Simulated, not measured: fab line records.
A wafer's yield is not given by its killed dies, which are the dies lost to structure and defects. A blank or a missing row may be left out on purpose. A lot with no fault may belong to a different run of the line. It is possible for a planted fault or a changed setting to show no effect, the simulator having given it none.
The tool behind it: which one? / flow berkeley cmos170 / 14 lots, 42 wafers sampled, at 1 step of a route of 331

== WHAT EACH GAUGE READ, for each wafer ==
The record holds no reading of a measuring or inspecting step that can be judged against a usual standard deviation.

== EACH LOT AND THE TOOL THAT RAN IT (in order: tool; ch and the chambers of the sampled wafers; start) ==
lot=L650; UCB170_PWELL_IMPLANT_15=implanter-01 ch 0, day 3 21:29
lot=L651; UCB170_PWELL_IMPLANT_15=implanter-03 ch 0, day 3 21:38
lot=L652; UCB170_PWELL_IMPLANT_15=implanter-02 ch 0, day 3 21:44
lot=L653; UCB170_PWELL_IMPLANT_15=implanter-03 ch 0, day 4 02:23
lot=L657; UCB170_PWELL_IMPLANT_15=implanter-03 ch 0, day 4 21:41
lot=L656; UCB170_PWELL_IMPLANT_15=implanter-03 ch 0, day 4 21:57
lot=L659; UCB170_PWELL_IMPLANT_15=implanter-03 ch 0, day 5 04:14
lot=L658; UCB170_PWELL_IMPLANT_15=implanter-02 ch 0, day 5 05:04
lot=L660; UCB170_PWELL_IMPLANT_15=implanter-02 ch 0, day 5 12:32
lot=L662; UCB170_PWELL_IMPLANT_15=implanter-03 ch 0, day 6 00:27
lot=L668; UCB170_PWELL_IMPLANT_15=implanter-01 ch 0, day 7 05:17
lot=L670; UCB170_PWELL_IMPLANT_15=implanter-01 ch 0, day 7 14:15
lot=L671; UCB170_PWELL_IMPLANT_15=implanter-01 ch 0, day 8 02:06
lot=L672; UCB170_PWELL_IMPLANT_15=implanter-02 ch 0, day 8 02:14
- UCB170_PWELL_IMPLANT_15

== AS READ BY THE TOOLS THEMSELVES (means over the sampled wafers that have a number; for cases with no such wafer, the mark the record gives instead) ==
UCB170_PWELL_IMPLANT_15. Usual: tilt deg 6.999 degrees, standard deviation 0.018.
lot=L650; tool=implanter-01; tilt deg (degrees)=7.007; flag=
lot=L651; tool=implanter-03; tilt deg (degrees)=6.997; flag=
lot=L652; tool=implanter-02; tilt deg (degrees)=6.993; flag=
lot=L653; tool=implanter-03; tilt deg (degrees)=7.024; flag=
lot=L657; tool=implanter-03; tilt deg (degrees)=6.994; flag=
lot=L656; tool=implanter-03; tilt deg (degrees)=7.005; flag=
lot=L659; tool=implanter-03; tilt deg (degrees)=4.343; flag=OFF
lot=L658; tool=implanter-02; tilt deg (degrees)=7.022; flag=
lot=L660; tool=implanter-02; tilt deg (degrees)=6.986; flag=
lot=L662; tool=implanter-03; tilt deg (degrees)=4.320; flag=OFF
lot=L668; tool=implanter-01; tilt deg (degrees)=7.028; flag=
lot=L670; tool=implanter-01; tilt deg (degrees)=6.977; flag=
lot=L671; tool=implanter-01; tilt deg (degrees)=6.993; flag=
lot=L672; tool=implanter-02; tilt deg (degrees)=7.002; flag=

== THE ANSWER, worked out from the rows above alone ==
Rule: a lot is off if the mean of its wafers that have a number lies more than 3 standard deviations from the usual mean. A lot without any number at a reading at which 4 lots or more have one is off too. All remaining lots with rows at the step are treated as sound. Order of review: gauges by route order, followed by the tools' own readings, for which a lot's mean as printed above is used. At the first step where some lot is off, the reading lying furthest off is the one used; lots without a number count as furthest.
Off at UCB170_PWELL_IMPLANT_15 (tilt deg): L659, L662.
A tool fits if, at that step or a process step before it, it ran every lot that is off, and no sound lot after the first of them. One fits: UCB170_PWELL_IMPLANT_15 on implanter-03. Its last sound lot is L656 (day 4 21:57), its first lot that is off L659 (day 5 04:14): a fault that began between those two fits.
The tool's own readings at UCB170_PWELL_IMPLANT_15 bear it out: on the lots that are off they differ by more than 5 times the standard deviation of the sound lots' means. tilt deg reads 4.332 degrees there against 7.002 degrees on the sound lots.

== WHAT THE SIMULATOR HAD PUT IN ==
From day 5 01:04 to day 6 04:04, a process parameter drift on implanter-03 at UCB170_PWELL_IMPLANT_15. From 7, the setting tilt deg moved by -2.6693. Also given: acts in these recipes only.
Struck lots among those shown: L659, L662. The same result came from the rule above.
